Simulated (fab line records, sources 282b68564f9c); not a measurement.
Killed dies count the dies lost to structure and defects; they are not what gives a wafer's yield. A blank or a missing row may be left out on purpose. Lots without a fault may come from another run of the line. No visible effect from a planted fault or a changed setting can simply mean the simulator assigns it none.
8D (eight disciplines) problem report, filled in by code ; flow rit-cmos ; the parts of the form that need people (team, actions taken, sign-off) are left out

## 1. WHAT IS WRONG
At RIT_M1_METAL_ETCH_12, rf-fwd-power-W averages 279.4 W over 3 wafers from 2 lots, while fault-free wafers read 249.1 W, standard deviation 0.68. Relative to the usual mean, that is a shift of +45 standard deviations.
The step: etches Al in Cl2/BCl3, stops on SiO2, time 165 s, target depth 600 nm.
The first sign was on wafer L484.2 at day 6 04:46, on rie-metal-04. The record holds 18 wafers of 6 lots with a number at this step. By rule, "out" or "out of limits" means more than 4 standard deviations away from the usual mean. All remaining wafers that have a number are taken as sound.

## 2. WHAT IT IS; WHAT IT IS NOT
question;is;is not
which readings at this step;rf-fwd-power-W;drypump-motor-current-A, mfc-cl2-sccm, oes-product-au, throttle-valve-pct
which lots;L484, L487;L476, L492, L493, L496
which wafers of those lots;L484.2, L484.5, L487.3;L484.6, L487.2, L487.4
read on which tools;rie-metal-04;rie-metal-02, rie-metal-03
when;from day 6 04:46;"up to then (4 sound wafers); but 11 sound wafers of L487, L492, L493, L496 came after"

## 3. SUSPECTS, AND WHAT RULES EACH OUT
Counting: if a tool at a process step up to the reading ran every lot that is out, it stays a suspect. Sound lots after the first of them don't rule it out here, since some wafers of a struck lot are sound.
- rie-metal-04 at RIT_M1_METAL_ETCH_12 (etches Al in Cl2/BCl3, stops on SiO2, time 165 s, target depth 600 nm): kept. Every lot that is out went through it, the first being L484 (day 6 04:46); the last sound lot it ran before that was L476 (day 4 01:22). Out on those wafers are its own readings of rf-fwd-power-W.
- At RIT_M1_METAL_ETCH_12 on rie-metal-04, chamber 1 took the sound wafers of the same lots and chamber 0 took the wafers that are out.
The count leaves rie-metal-04 at RIT_M1_METAL_ETCH_12.

## 4. THE CAUSE (what the simulator had put in)
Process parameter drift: rie-metal-04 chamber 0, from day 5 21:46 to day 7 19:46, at RIT_M1_METAL_ETCH_12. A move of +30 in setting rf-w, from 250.
Only this tool survived the counting.

## 5. THE CHAIN OF EFFECTS, in route order
One row per reading whose mean, taken over the struck wafers that have a number, lies over 3 standard deviations from the usual. Scope: only readings with a usual standard deviation given in the record; hours: median across lots of the time from each lot's start at the first step in this table that gives one to its start at this step; sigmas: change in usual standard deviations.
hours;step;reading;usual;on struck wafers;change;sigmas
0;RIT_M1_METAL_ETCH_12;rf-fwd-power-W;249.1 W;279.4;+30.3;+45
Process steps it contains:
- RIT_M1_METAL_ETCH_12: etches Al in Cl2/BCl3, stops on SiO2, time 165 s, target depth 600 nm.

## 6. HOW IT WOULD HAVE BEEN CAUGHT EARLIER
In this record no reading fell out of limits until day 6 04:46, 7 hours after the fault had begun at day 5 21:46.
